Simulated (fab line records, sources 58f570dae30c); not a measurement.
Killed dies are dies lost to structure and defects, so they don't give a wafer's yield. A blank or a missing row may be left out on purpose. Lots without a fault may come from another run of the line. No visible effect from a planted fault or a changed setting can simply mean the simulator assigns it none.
fab line records :: flow berkeleyCmos170
record:
  lots: 7
  wafers: 21
  lastDay: 11
route steps=331 shown PFIELD@82 FIELD@89
lots untouched by any fault: they come from a run of this same line in which no faults occurred
startH: hours from the record's opening day to when the first of the lot's shown wafers began :: waitH: hours elapsed since this lot's preceding step :: " identical to the entry in the row above :: L1.1+2: a single row standing in for several wafers :: - either no value or no given start :: * or withheld: withheld :: < > ~ a bound
route shown NAME@n: NAME is a module with steps in the file, n the number in the route of the first one :: usual: mean/standard deviation taken from wafers without a fault :: same: alike in all rows :: chamber/n: place in a boat :: sites: per-site readings :: _std_site: the values' standard deviation :: _edge_site: inner sites' mean taken away from outer sites' mean :: radiusMm: how far each site lies from the wafer's centre :: mask NAME#n: copy n :: behind: the most recent tool/chamber to have shaped the wafer :: hold: what put the lot on hold/how long, in hours/how the hold closed :: device: transistor that didn't switch, given as n, p or np :: end of line: tests of these same wafers at the route's end :: a step with no rows: only its recipe :: killed: the dies lost at the first sort to structure and to defects; this is not the yield of the wafer :: map: dies across one wafer; x = killed, . = not, _ = none there
set.NAME: the run value of the setting; set.NAME@STEP: its run value at that earlier step :: model.NAME: the simulator's own value behind a step, which no gauge read
lots at some steps of the route; a table a step, a row a wafer
services: from which hour (startH, from the record's first day; less than 0 if before it) a tool's chamber was out of use, for how many hours, and why
== steps ==
step: UCB170_PFIELD_EXPOSE_03
recipe:
  maskId: PFIELD
  na: 0.5
  sigmaOuter: 0.6
  sourceShape: conventional
  targetCdNm: 1500
  doseMj: 30
step: UCB170_PFIELD_PEB_04
recipe:
  pebTempC: 130
  pebTimeS: withheld
  resist: KrF
step: UCB170_PFIELD_DEVELOP_05
recipe:
  developer: TMAH
  developTimeS: 45
  resist: KrF
  devTempC: 21.93
step: UCB170_PFIELD_OVL_MEAS_06
usual:
  PFIELD_OVL: -1/6
lot.wafer: L371.4
tool: overlay-01
chamber: -
startH: 103.86
waitH: -
PFIELD_OVL[nm]: -6

lot.wafer: L371.5
tool: overlay-01
chamber: -
startH: 103.86
waitH: -
PFIELD_OVL[nm]: 0

lot.wafer: L371.6
tool: overlay-01
chamber: -
startH: 103.86
waitH: -
PFIELD_OVL[nm]: -8

lot.wafer: L376.1
tool: overlay-01
chamber: -
startH: 122.18
waitH: -
PFIELD_OVL[nm]: -4

lot.wafer: L376.3
tool: overlay-01
chamber: -
startH: 122.18
waitH: -
PFIELD_OVL[nm]: -7

lot.wafer: L376.6
tool: overlay-01
chamber: -
startH: 122.18
waitH: -
PFIELD_OVL[nm]: 3

lot.wafer: L377.2
tool: overlay-01
chamber: -
startH: 122.91
waitH: -
PFIELD_OVL[nm]: 4

lot.wafer: L377.4
tool: overlay-01
chamber: -
startH: 122.91
waitH: -
PFIELD_OVL[nm]: 12

lot.wafer: L377.5
tool: overlay-01
chamber: -
startH: 122.91
waitH: -
PFIELD_OVL[nm]: 3

lot.wafer: L378.2
tool: overlay-02
chamber: -
startH: 129.57
waitH: -
PFIELD_OVL[nm]: -7

lot.wafer: L378.4
tool: overlay-02
chamber: -
startH: 129.57
waitH: -
PFIELD_OVL[nm]: -1

lot.wafer: L378.6
tool: overlay-02
chamber: -
startH: 129.57
waitH: -
PFIELD_OVL[nm]: -3

lot.wafer: L385.1
tool: overlay-01
chamber: -
startH: 162.68
waitH: -
PFIELD_OVL[nm]: -4

lot.wafer: L385.2
tool: overlay-01
chamber: -
startH: 162.68
waitH: -
PFIELD_OVL[nm]: 0

lot.wafer: L385.6
tool: overlay-01
chamber: -
startH: 162.68
waitH: -
PFIELD_OVL[nm]: 1

lot.wafer: L386.1
tool: overlay-01
chamber: -
startH: 169.82
waitH: -
PFIELD_OVL[nm]: -6

lot.wafer: L386.2
tool: overlay-01
chamber: -
startH: 169.82
waitH: -
PFIELD_OVL[nm]: -9

lot.wafer: L386.4
tool: overlay-01
chamber: -
startH: 169.82
waitH: -
PFIELD_OVL[nm]: -7

lot.wafer: L388.2
tool: overlay-02
chamber: -
startH: 178.77
waitH: -
PFIELD_OVL[nm]: 5

lot.wafer: L388.3
tool: overlay-02
chamber: -
startH: 178.77
waitH: -
PFIELD_OVL[nm]: 9

lot.wafer: L388.6
tool: overlay-02
chamber: -
startH: 178.77
waitH: -
PFIELD_OVL[nm]: 4
step: UCB170_PFIELD_IMPLANT_07
recipe:
  species: B
  doseCm2: 2e+13
  energyKev: 80
  tiltDeg: 7
step: UCB170_PFIELD_STRIP_08
recipe:
  chemistry: O2
  powerW: 400
  pressureMtorr: 3500
  platenTempC: withheld
  o2FlowSccm: 400
  overashFraction: 0.5
usual:
  chamberPressureMTorr: 3500/3.6
  drypumpMotorCurrentA: 5.5/0.39
  oesProductAu: 0.734/0.0044
  stripTimeToEndpointS: 21.62/0.066
lot.wafer: L371.4
tool: plasmaAsher-04
chamber: 0
startH: 104.06
waitH: 0.1
chamberPressureMTorr: 3498
drypumpMotorCurrentA: 5.3
oesProductAu: 0.736
rfHoursCounterH: -
stripTimeToEndpointS: 21.56

lot.wafer: L371.5
tool: plasmaAsher-04
chamber: 1
startH: 104.06
waitH: 0.1
chamberPressureMTorr: 3495
drypumpMotorCurrentA: 6.0
oesProductAu: 0.734
rfHoursCounterH: -
stripTimeToEndpointS: 21.60

lot.wafer: L371.6
tool: plasmaAsher-04
chamber: 0
startH: 104.06
waitH: 0.1
chamberPressureMTorr: 3495
drypumpMotorCurrentA: 5.3
oesProductAu: 0.737
rfHoursCounterH: -
stripTimeToEndpointS: 21.59

lot.wafer: L376.1
tool: plasmaAsher-03
chamber: 0
startH: 122.37
waitH: 0.1
chamberPressureMTorr: 3494
drypumpMotorCurrentA: 5.0
oesProductAu: 0.738
rfHoursCounterH: 1
stripTimeToEndpointS: 21.60

lot.wafer: L376.3
tool: plasmaAsher-03
chamber: 1
startH: 122.37
waitH: 0.1
chamberPressureMTorr: 3496
drypumpMotorCurrentA: 5.8
oesProductAu: 0.737
rfHoursCounterH: -
stripTimeToEndpointS: 21.60

lot.wafer: L376.6
tool: plasmaAsher-03
chamber: 0
startH: 122.37
waitH: 0.1
chamberPressureMTorr: 3501
drypumpMotorCurrentA: 5.0
oesProductAu: 0.738
rfHoursCounterH: -
stripTimeToEndpointS: 21.61

lot.wafer: L377.2
tool: plasmaAsher-04
chamber: 1
startH: 123.09
waitH: 0.1
chamberPressureMTorr: 3497
drypumpMotorCurrentA: 6.0
oesProductAu: 0.736
rfHoursCounterH: 33
stripTimeToEndpointS: 21.67

lot.wafer: L377.4
tool: plasmaAsher-04
chamber: 1
startH: 123.09
waitH: 0.1
chamberPressureMTorr: 3492
drypumpMotorCurrentA: 5.9
oesProductAu: 0.735
rfHoursCounterH: -
stripTimeToEndpointS: 21.62

lot.wafer: L377.5
tool: plasmaAsher-04
chamber: 0
startH: 123.09
waitH: 0.1
chamberPressureMTorr: 3499
drypumpMotorCurrentA: 5.3
oesProductAu: 0.732
rfHoursCounterH: -
stripTimeToEndpointS: 21.68

lot.wafer: L378.2
tool: plasmaAsher-03
chamber: 0
startH: 129.75
waitH: 0.1
chamberPressureMTorr: 3500
drypumpMotorCurrentA: 5.1
oesProductAu: 0.727
rfHoursCounterH: 1
stripTimeToEndpointS: 21.63

lot.wafer: L378.4
tool: plasmaAsher-03
chamber: 1
startH: 129.75
waitH: 0.1
chamberPressureMTorr: 3497
drypumpMotorCurrentA: 5.8
oesProductAu: 0.735
rfHoursCounterH: -
stripTimeToEndpointS: 21.60

lot.wafer: L378.6
tool: plasmaAsher-03
chamber: 0
startH: 129.75
waitH: 0.1
chamberPressureMTorr: 3499
drypumpMotorCurrentA: 5.0
oesProductAu: 0.732
rfHoursCounterH: -
stripTimeToEndpointS: 21.60

lot.wafer: L385.1
tool: plasmaAsher-04
chamber: 1
startH: 162.86
waitH: 0.1
chamberPressureMTorr: 3504
drypumpMotorCurrentA: 6.0
oesProductAu: 0.740
rfHoursCounterH: 39
stripTimeToEndpointS: 21.66

lot.wafer: L385.2
tool: plasmaAsher-04
chamber: 0
startH: 162.86
waitH: 0.1
chamberPressureMTorr: 3507
drypumpMotorCurrentA: 5.3
oesProductAu: 0.737
rfHoursCounterH: 39
stripTimeToEndpointS: 21.64

lot.wafer: L385.6
tool: plasmaAsher-04
chamber: 0
startH: 162.86
waitH: 0.1
chamberPressureMTorr: 3505
drypumpMotorCurrentA: 5.3
oesProductAu: 0.736
rfHoursCounterH: -
stripTimeToEndpointS: 21.64

lot.wafer: L386.1
tool: plasmaAsher-01
chamber: 1
startH: 170.01
waitH: 0.1
chamberPressureMTorr: 3498
drypumpMotorCurrentA: 5.2
oesProductAu: 0.729
rfHoursCounterH: 50
stripTimeToEndpointS: 21.60

lot.wafer: L386.2
tool: plasmaAsher-01
chamber: 0
startH: 170.01
waitH: 0.1
chamberPressureMTorr: 3498
drypumpMotorCurrentA: 6.0
oesProductAu: 0.737
rfHoursCounterH: 50
stripTimeToEndpointS: 21.65

lot.wafer: L386.4
tool: plasmaAsher-01
chamber: 0
startH: 170.01
waitH: 0.1
chamberPressureMTorr: 3502
drypumpMotorCurrentA: 6.0
oesProductAu: 0.734
rfHoursCounterH: -
stripTimeToEndpointS: 21.59

lot.wafer: L388.2
tool: plasmaAsher-03
chamber: 0
startH: 178.95
waitH: 0.1
chamberPressureMTorr: 3503
drypumpMotorCurrentA: 5.0
oesProductAu: 0.729
rfHoursCounterH: 7
stripTimeToEndpointS: 21.57

lot.wafer: L388.3
tool: plasmaAsher-03
chamber: 0
startH: 178.95
waitH: 0.1
chamberPressureMTorr: 3495
drypumpMotorCurrentA: 5.0
oesProductAu: 0.740
rfHoursCounterH: -
stripTimeToEndpointS: 21.61

lot.wafer: L388.6
tool: plasmaAsher-03
chamber: 1
startH: 178.95
waitH: 0.1
chamberPressureMTorr: 3500
drypumpMotorCurrentA: 5.8
oesProductAu: 0.731
rfHoursCounterH: -
stripTimeToEndpointS: 21.55
step: UCB170_PFIELD_TW_MEAS_09
usual:
  PFIELD_TW: 603/6.1
lot.wafer: L371.4
tool: filmMetro-01
chamber: -
startH: 104.15
waitH: 0.1
PFIELD_TW: 608

lot.wafer: L371.5
tool: filmMetro-01
chamber: -
startH: 104.15
waitH: 0.1
PFIELD_TW: 606

lot.wafer: L371.6
tool: filmMetro-01
chamber: -
startH: 104.15
waitH: 0.1
PFIELD_TW: 607

lot.wafer: L376.1
tool: filmMetro-01
chamber: -
startH: 122.47
waitH: 0.1
PFIELD_TW: 598

lot.wafer: L376.3
tool: filmMetro-01
chamber: -
startH: 122.47
waitH: 0.1
PFIELD_TW: 597

lot.wafer: L376.6
tool: filmMetro-01
chamber: -
startH: 122.47
waitH: 0.1
PFIELD_TW: 598

lot.wafer: L377.2
tool: filmMetro-03
chamber: -
startH: 123.20
waitH: 0.1
PFIELD_TW: 599

lot.wafer: L377.4
tool: filmMetro-03
chamber: -
startH: 123.20
waitH: 0.1
PFIELD_TW: 602

lot.wafer: L377.5
tool: filmMetro-03
chamber: -
startH: 123.20
waitH: 0.1
PFIELD_TW: 597

lot.wafer: L378.2
tool: filmMetro-01
chamber: -
startH: 129.86
waitH: 0.1
PFIELD_TW: 604

lot.wafer: L378.4
tool: filmMetro-01
chamber: -
startH: 129.86
waitH: 0.1
PFIELD_TW: 600

lot.wafer: L378.6
tool: filmMetro-01
chamber: -
startH: 129.86
waitH: 0.1
PFIELD_TW: 601

lot.wafer: L385.1
tool: filmMetro-04
chamber: -
startH: 162.96
waitH: 0.1
PFIELD_TW: 610

lot.wafer: L385.2
tool: filmMetro-04
chamber: -
startH: 162.96
waitH: 0.1
PFIELD_TW: 614

lot.wafer: L385.6
tool: filmMetro-04
chamber: -
startH: 162.96
waitH: 0.1
PFIELD_TW: 614

lot.wafer: L386.1
tool: filmMetro-03
chamber: -
startH: 170.11
waitH: 0.1
PFIELD_TW: 594

lot.wafer: L386.2
tool: filmMetro-03
chamber: -
startH: 170.11
waitH: 0.1
PFIELD_TW: 595

lot.wafer: L386.4
tool: filmMetro-03
chamber: -
startH: 170.11
waitH: 0.1
PFIELD_TW: 597

lot.wafer: L388.2
tool: filmMetro-04
chamber: -
startH: 179.06
waitH: 0.1
PFIELD_TW: 609

lot.wafer: L388.3
tool: filmMetro-04
chamber: -
startH: 179.06
waitH: 0.1
PFIELD_TW: 606

lot.wafer: L388.6
tool: filmMetro-04
chamber: -
startH: 179.06
waitH: 0.1
PFIELD_TW: 609
step: UCB170_FIELD_CLEAN_00
recipe:
  chemistry: dHF
  dilution: 25:1
  timeS: 7.5
step: UCB170_FIELD_OXIDATION_01
recipe:
  tempC: 1000
  ambient: H2O
  pH2oTorr: 584.62
  targetThkA: 5583
  oxTimeS: 7200
step: UCB170_FIELD_THK_MEAS_02
recipe:
  reads: SiO2_of_FIELD_OXIDATION_01
usual:
  FIELD_OXIDE_THK: 565/13
lot.wafer: L371.4
tool: filmMetro-01
chamber: -
startH: 111.29
waitH: 0.0
FIELD_OXIDE_THK[nm]: 572

lot.wafer: L371.5
tool: filmMetro-01
chamber: -
startH: 111.29
waitH: 0.0
FIELD_OXIDE_THK[nm]: 580

lot.wafer: L371.6
tool: filmMetro-01
chamber: -
startH: 111.29
waitH: 0.0
FIELD_OXIDE_THK[nm]: 558

lot.wafer: L376.1
tool: filmMetro-01
chamber: -
startH: 129.59
waitH: 0.0
FIELD_OXIDE_THK[nm]: 583

lot.wafer: L376.3
tool: filmMetro-01
chamber: -
startH: 129.59
waitH: 0.0
FIELD_OXIDE_THK[nm]: 582

lot.wafer: L376.6
tool: filmMetro-01
chamber: -
startH: 129.59
waitH: 0.0
FIELD_OXIDE_THK[nm]: 580

lot.wafer: L377.2
tool: filmMetro-04
chamber: -
startH: 129.60
waitH: 0.0
FIELD_OXIDE_THK[nm]: 568

lot.wafer: L377.4
tool: filmMetro-04
chamber: -
startH: 129.60
waitH: 0.0
FIELD_OXIDE_THK[nm]: 570

lot.wafer: L377.5
tool: filmMetro-04
chamber: -
startH: 129.60
waitH: 0.0
FIELD_OXIDE_THK[nm]: 574

lot.wafer: L378.2
tool: filmMetro-04
chamber: -
startH: 135.20
waitH: 0.0
FIELD_OXIDE_THK[nm]: 566

lot.wafer: L378.4
tool: filmMetro-04
chamber: -
startH: 135.20
waitH: 0.0
FIELD_OXIDE_THK[nm]: 569

lot.wafer: L378.6
tool: filmMetro-04
chamber: -
startH: 135.20
waitH: 0.0
FIELD_OXIDE_THK[nm]: 557

lot.wafer: L385.1
tool: filmMetro-01
chamber: -
startH: 167.32
waitH: 0.0
FIELD_OXIDE_THK[nm]: 569

lot.wafer: L385.2
tool: filmMetro-01
chamber: -
startH: 167.32
waitH: 0.0
FIELD_OXIDE_THK[nm]: 565

lot.wafer: L385.6
tool: filmMetro-01
chamber: -
startH: 167.32
waitH: 0.0
FIELD_OXIDE_THK[nm]: 576

lot.wafer: L386.1
tool: filmMetro-02
chamber: -
startH: 175.54
waitH: 0.0
FIELD_OXIDE_THK[nm]: 545

lot.wafer: L386.2
tool: filmMetro-02
chamber: -
startH: 175.54
waitH: 0.0
FIELD_OXIDE_THK[nm]: 554

lot.wafer: L386.4
tool: filmMetro-02
chamber: -
startH: 175.54
waitH: 0.0
FIELD_OXIDE_THK[nm]: 556

lot.wafer: L388.2
tool: filmMetro-02
chamber: -
startH: 186.85
waitH: 0.0
FIELD_OXIDE_THK[nm]: 543

lot.wafer: L388.3
tool: filmMetro-02
chamber: -
startH: 186.85
waitH: 0.0
FIELD_OXIDE_THK[nm]: 546

lot.wafer: L388.6
tool: filmMetro-02
chamber: -
startH: 186.85
waitH: 0.0
FIELD_OXIDE_THK[nm]: 549
step: UCB170_FIELD_ANNEAL_03
recipe:
  tempC: 1000
  timeS: 1200
  ambient: N2
step: UCB170_FIELD_WET_ETCH_04
recipe:
  chemistry: dHF
  dilution: 10:1
  target: SiO2
  tempC: 25
  timeS: 60
step: UCB170_FIELD_WET_ETCH_05
recipe:
  chemistry: H3PO4
  target: Si3N4
  tempC: 160
  timeS: 12600
usual:
  bathGuardTempC: 160.1/0.62
  bathHeatDutyPct: 27.5/2.9
lot.wafer: L371.4
tool: wetBench-01
chamber: 0
startH: 114.25
waitH: 0.2
bathGuardTempC: 160.8
bathHeatDutyPct: 32.3
model.Si3N4_of_ACTIVE_CVD_05.thkNm: 0
model.SiO2_of_FIELD_OXIDATION_01.thkNm: 504.7

lot.wafer: L371.5
tool: wetBench-01
chamber: 0
startH: 114.25
waitH: 0.2
bathGuardTempC: 161.0
bathHeatDutyPct: 32.5
model.Si3N4_of_ACTIVE_CVD_05.thkNm: 0
model.SiO2_of_FIELD_OXIDATION_01.thkNm: 513.4

lot.wafer: L371.6
tool: wetBench-01
chamber: 0
startH: 114.25
waitH: 0.2
bathGuardTempC: 160.3
bathHeatDutyPct: 33.5
model.Si3N4_of_ACTIVE_CVD_05.thkNm: 0
model.SiO2_of_FIELD_OXIDATION_01.thkNm: 491.2

lot.wafer: L376.1
tool: wetBench-03
chamber: 1
startH: 132.45
waitH: 0.0
bathGuardTempC: -
bathHeatDutyPct: -
model.Si3N4_of_ACTIVE_CVD_05.thkNm: 218
model.SiO2_of_FIELD_OXIDATION_01.thkNm: 549.8

lot.wafer: L376.3
tool: wetBench-03
chamber: 1
startH: 132.45
waitH: 0.0
bathGuardTempC: -
bathHeatDutyPct: -
model.Si3N4_of_ACTIVE_CVD_05.thkNm: 218.3
model.SiO2_of_FIELD_OXIDATION_01.thkNm: 547.9

lot.wafer: L376.6
tool: wetBench-03
chamber: 1
startH: 132.45
waitH: 0.0
bathGuardTempC: -
bathHeatDutyPct: -
model.Si3N4_of_ACTIVE_CVD_05.thkNm: 219.8
model.SiO2_of_FIELD_OXIDATION_01.thkNm: 546.1

lot.wafer: L377.2
tool: wetBench-03
chamber: 1
startH: 132.45
waitH: 0.0
bathGuardTempC: -
bathHeatDutyPct: -
model.Si3N4_of_ACTIVE_CVD_05.thkNm: 221
model.SiO2_of_FIELD_OXIDATION_01.thkNm: 535

lot.wafer: L377.4
tool: wetBench-03
chamber: 1
startH: 132.45
waitH: 0.0
bathGuardTempC: -
bathHeatDutyPct: -
model.Si3N4_of_ACTIVE_CVD_05.thkNm: 218.8
model.SiO2_of_FIELD_OXIDATION_01.thkNm: 537.4

lot.wafer: L377.5
tool: wetBench-03
chamber: 1
startH: 132.45
waitH: 0.0
bathGuardTempC: -
bathHeatDutyPct: -
model.Si3N4_of_ACTIVE_CVD_05.thkNm: 220.2
model.SiO2_of_FIELD_OXIDATION_01.thkNm: 541.1

lot.wafer: L378.2
tool: wetBench-04
chamber: 0
startH: 140.56
waitH: 0.0
bathGuardTempC: -
bathHeatDutyPct: -
model.Si3N4_of_ACTIVE_CVD_05.thkNm: 213.7
model.SiO2_of_FIELD_OXIDATION_01.thkNm: 533.1

lot.wafer: L378.4
tool: wetBench-04
chamber: 0
startH: 140.56
waitH: 0.0
bathGuardTempC: -
bathHeatDutyPct: -
model.Si3N4_of_ACTIVE_CVD_05.thkNm: 214.8
model.SiO2_of_FIELD_OXIDATION_01.thkNm: 535.1

lot.wafer: L378.6
tool: wetBench-04
chamber: 0
startH: 140.56
waitH: 0.0
bathGuardTempC: -
bathHeatDutyPct: -
model.Si3N4_of_ACTIVE_CVD_05.thkNm: 215
model.SiO2_of_FIELD_OXIDATION_01.thkNm: 523.4

lot.wafer: L385.1
tool: wetBench-01
chamber: 0
startH: 170.94
waitH: 0.0
bathGuardTempC: 160.6
bathHeatDutyPct: 31.1
model.Si3N4_of_ACTIVE_CVD_05.thkNm: 0
model.SiO2_of_FIELD_OXIDATION_01.thkNm: 503.4

lot.wafer: L385.2
tool: wetBench-01
chamber: 0
startH: 170.94
waitH: 0.0
bathGuardTempC: 160.5
bathHeatDutyPct: 31.0
model.Si3N4_of_ACTIVE_CVD_05.thkNm: 0
model.SiO2_of_FIELD_OXIDATION_01.thkNm: 499.5

lot.wafer: L385.6
tool: wetBench-01
chamber: 0
startH: 170.94
waitH: 0.0
bathGuardTempC: 160.8
bathHeatDutyPct: 32.3
model.Si3N4_of_ACTIVE_CVD_05.thkNm: 0
model.SiO2_of_FIELD_OXIDATION_01.thkNm: 511.3

lot.wafer: L386.1
tool: wetBench-04
chamber: 1
startH: 182.36
waitH: 0.0
bathGuardTempC: 159.9
bathHeatDutyPct: 28.3
model.Si3N4_of_ACTIVE_CVD_05.thkNm: 0
model.SiO2_of_FIELD_OXIDATION_01.thkNm: 478.7

lot.wafer: L386.2
tool: wetBench-04
chamber: 1
startH: 182.36
waitH: 0.0
bathGuardTempC: 159.7
bathHeatDutyPct: 27.8
model.Si3N4_of_ACTIVE_CVD_05.thkNm: 0
model.SiO2_of_FIELD_OXIDATION_01.thkNm: 488.6

lot.wafer: L386.4
tool: wetBench-04
chamber: 1
startH: 182.36
waitH: 0.0
bathGuardTempC: 159.5
bathHeatDutyPct: 27.5
model.Si3N4_of_ACTIVE_CVD_05.thkNm: 0
model.SiO2_of_FIELD_OXIDATION_01.thkNm: 490.2

lot.wafer: L388.2
tool: wetBench-01
chamber: 3
startH: 191.85
waitH: 0.0
bathGuardTempC: 159.6
bathHeatDutyPct: 23.3
model.Si3N4_of_ACTIVE_CVD_05.thkNm: 0
model.SiO2_of_FIELD_OXIDATION_01.thkNm: 476.8

lot.wafer: L388.3
tool: wetBench-01
chamber: 3
startH: 191.85
waitH: 0.0
bathGuardTempC: 159.5
bathHeatDutyPct: 22.7
model.Si3N4_of_ACTIVE_CVD_05.thkNm: 0
model.SiO2_of_FIELD_OXIDATION_01.thkNm: 479.5

lot.wafer: L388.6
tool: wetBench-01
chamber: 3
startH: 191.85
waitH: 0.0
bathGuardTempC: 159.4
bathHeatDutyPct: 23.7
model.Si3N4_of_ACTIVE_CVD_05.thkNm: 0
model.SiO2_of_FIELD_OXIDATION_01.thkNm: 481.5
step: UCB170_FIELD_WET_ETCH_06
recipe:
  chemistry: BOE
  dilution: 5:1
  target: SiO2
  tempC: 25
  timeS: 22
usual:
  bathHeatDutyPct: 6.3/0.74
  runLengthS: 51.2/2.2
lot.wafer: L371.4
tool: wetBench-04
chamber: 2
startH: 117.76
waitH: 0.0
bathHeatDutyPct: 6.2
runLengthS: 54.2
model.SiO2_of_FIELD_OXIDATION_01.thkNm: 454

lot.wafer: L371.5
tool: wetBench-04
chamber: 2
startH: 117.76
waitH: 0.0
bathHeatDutyPct: 6.4
runLengthS: 54.2
model.SiO2_of_FIELD_OXIDATION_01.thkNm: 462.5

lot.wafer: L371.6
tool: wetBench-04
chamber: 2
startH: 117.76
waitH: 0.0
bathHeatDutyPct: 6.5
runLengthS: 54.2
model.SiO2_of_FIELD_OXIDATION_01.thkNm: 440.5

lot.wafer: L376.1
tool: wetBench-01
chamber: 1
startH: 135.96
waitH: 0.0
bathHeatDutyPct: 6.0
runLengthS: 53.8
model.SiO2_of_FIELD_OXIDATION_01.thkNm: 499.7

lot.wafer: L376.3
tool: wetBench-01
chamber: 1
startH: 135.96
waitH: 0.0
bathHeatDutyPct: 6.4
runLengthS: 53.8
model.SiO2_of_FIELD_OXIDATION_01.thkNm: 497.9

lot.wafer: L376.6
tool: wetBench-01
chamber: 1
startH: 135.96
waitH: 0.0
bathHeatDutyPct: 6.1
runLengthS: 53.8
model.SiO2_of_FIELD_OXIDATION_01.thkNm: 495.9

lot.wafer: L377.2
tool: wetBench-01
chamber: 0
startH: 135.96
waitH: 0.0
bathHeatDutyPct: 6.7
runLengthS: 54.0
model.SiO2_of_FIELD_OXIDATION_01.thkNm: 484.9

lot.wafer: L377.4
tool: wetBench-01
chamber: 0
startH: 135.96
waitH: 0.0
bathHeatDutyPct: 7.9
runLengthS: 54.0
model.SiO2_of_FIELD_OXIDATION_01.thkNm: 487.4

lot.wafer: L377.5
tool: wetBench-01
chamber: 0
startH: 135.96
waitH: 0.0
bathHeatDutyPct: 6.3
runLengthS: 54.0
model.SiO2_of_FIELD_OXIDATION_01.thkNm: 491

lot.wafer: L378.2
tool: wetBench-01
chamber: 2
startH: 144.07
waitH: 0.0
bathHeatDutyPct: 6.1
runLengthS: 50.0
model.SiO2_of_FIELD_OXIDATION_01.thkNm: 483.9

lot.wafer: L378.4
tool: wetBench-01
chamber: 2
startH: 144.07
waitH: 0.0
bathHeatDutyPct: 6.4
runLengthS: 50.0
model.SiO2_of_FIELD_OXIDATION_01.thkNm: 485.9

lot.wafer: L378.6
tool: wetBench-01
chamber: 2
startH: 144.07
waitH: 0.0
bathHeatDutyPct: 5.9
runLengthS: 50.0
model.SiO2_of_FIELD_OXIDATION_01.thkNm: 473.8

lot.wafer: L385.1
tool: wetBench-01
chamber: 0
startH: 174.77
waitH: 0.0
bathHeatDutyPct: 7.1
runLengthS: 53.7
model.SiO2_of_FIELD_OXIDATION_01.thkNm: 453.9

lot.wafer: L385.2
tool: wetBench-01
chamber: 0
startH: 174.77
waitH: 0.0
bathHeatDutyPct: 7.8
runLengthS: 53.7
model.SiO2_of_FIELD_OXIDATION_01.thkNm: 449.9

lot.wafer: L385.6
tool: wetBench-01
chamber: 0
startH: 174.77
waitH: 0.0
bathHeatDutyPct: 8.0
runLengthS: 53.7
model.SiO2_of_FIELD_OXIDATION_01.thkNm: 461.8

lot.wafer: L386.1
tool: wetBench-01
chamber: 0
startH: 186.19
waitH: 0.0
bathHeatDutyPct: 7.7
runLengthS: 49.7
model.SiO2_of_FIELD_OXIDATION_01.thkNm: 428.5

lot.wafer: L386.2
tool: wetBench-01
chamber: 0
startH: 186.19
waitH: 0.0
bathHeatDutyPct: 7.8
runLengthS: 49.7
model.SiO2_of_FIELD_OXIDATION_01.thkNm: 438.2

lot.wafer: L386.4
tool: wetBench-01
chamber: 0
startH: 186.19
waitH: 0.0
bathHeatDutyPct: 6.8
runLengthS: 49.7
model.SiO2_of_FIELD_OXIDATION_01.thkNm: 440

lot.wafer: L388.2
tool: wetBench-01
chamber: 3
startH: 195.42
waitH: 0.1
bathHeatDutyPct: 6.1
runLengthS: 48.9
model.SiO2_of_FIELD_OXIDATION_01.thkNm: 426.9

lot.wafer: L388.3
tool: wetBench-01
chamber: 3
startH: 195.42
waitH: 0.1
bathHeatDutyPct: 5.4
runLengthS: 48.9
model.SiO2_of_FIELD_OXIDATION_01.thkNm: 429.7

lot.wafer: L388.6
tool: wetBench-01
chamber: 3
startH: 195.42
waitH: 0.1
bathHeatDutyPct: 6.4
runLengthS: 48.9
model.SiO2_of_FIELD_OXIDATION_01.thkNm: 432
== services ==
tool: plasmaAsher-03
chamber: -
startH: 108.75
hours: 9.0
kind: pm

tool: plasmaAsher-03
chamber: 0
startH: 108.75
hours: 9.0
kind: ventCycle

tool: plasmaAsher-03
chamber: 1
startH: 108.75
hours: 9.0
kind: ventCycle

tool: plasmaAsher-03
chamber: 0
startH: 117.75
hours: -
kind: clean

tool: plasmaAsher-03
chamber: 1
startH: 117.75
hours: -
kind: clean
== key ==
firstSign:
  step: UCB170_FIELD_WET_ETCH_05
  reading: toolRecord
  direction: missing
effect none on later readings
modelEffect:
  step: UCB170_FIELD_WET_ETCH_05
  value: Si3N4_of_ACTIVE_CVD_05.thkNm
  without: 0
  struck: 217.7
modelEffect:
  step: UCB170_FIELD_WET_ETCH_06
  value: SiO2_of_FIELD_OXIDATION_01.thkNm
  without: 455.5
  struck: 488.9
metAt UCB170_FIELD_WET_ETCH_05
struckWafers L376.1,L376.3,L376.6,L377.2,L377.4,L377.5,L378.2,L378.4,L378.6
laterRowsLeftOut L376.1,L376.3,L376.6,L377.2,L377.4,L377.5,L378.2,L378.4,L378.6
sortLeftOut L376.1,L376.3,L376.6,L377.2,L377.4,L377.5,L378.2,L378.4,L378.6
testerLeftOut L376,L377,L378
fault:
  kind: skippedStepWhole
  tool: wetBench-03,wetBench-04
  chamber: -
  onsetH: 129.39
  steps: UCB170_FIELD_WET_ETCH_05
  scope: struckLotsOnly
testerLeftOut: of these lots the tester's yield and bins aren't shown, on N5 and GAA mostly nor the transistor test; their killed dies are dies lost to structure and defects alone, not to doping, threshold or leakage, so they don't give the yield
sortLeftOut: the simulated sort isn't trusted on such a fault, so these wafers' sort isn't shown, and their yield isn't known
laterRowsLeftOut: the simulator's readings of these wafers behind a module that went badly wrong aren't trusted and aren't shown, but for the sort
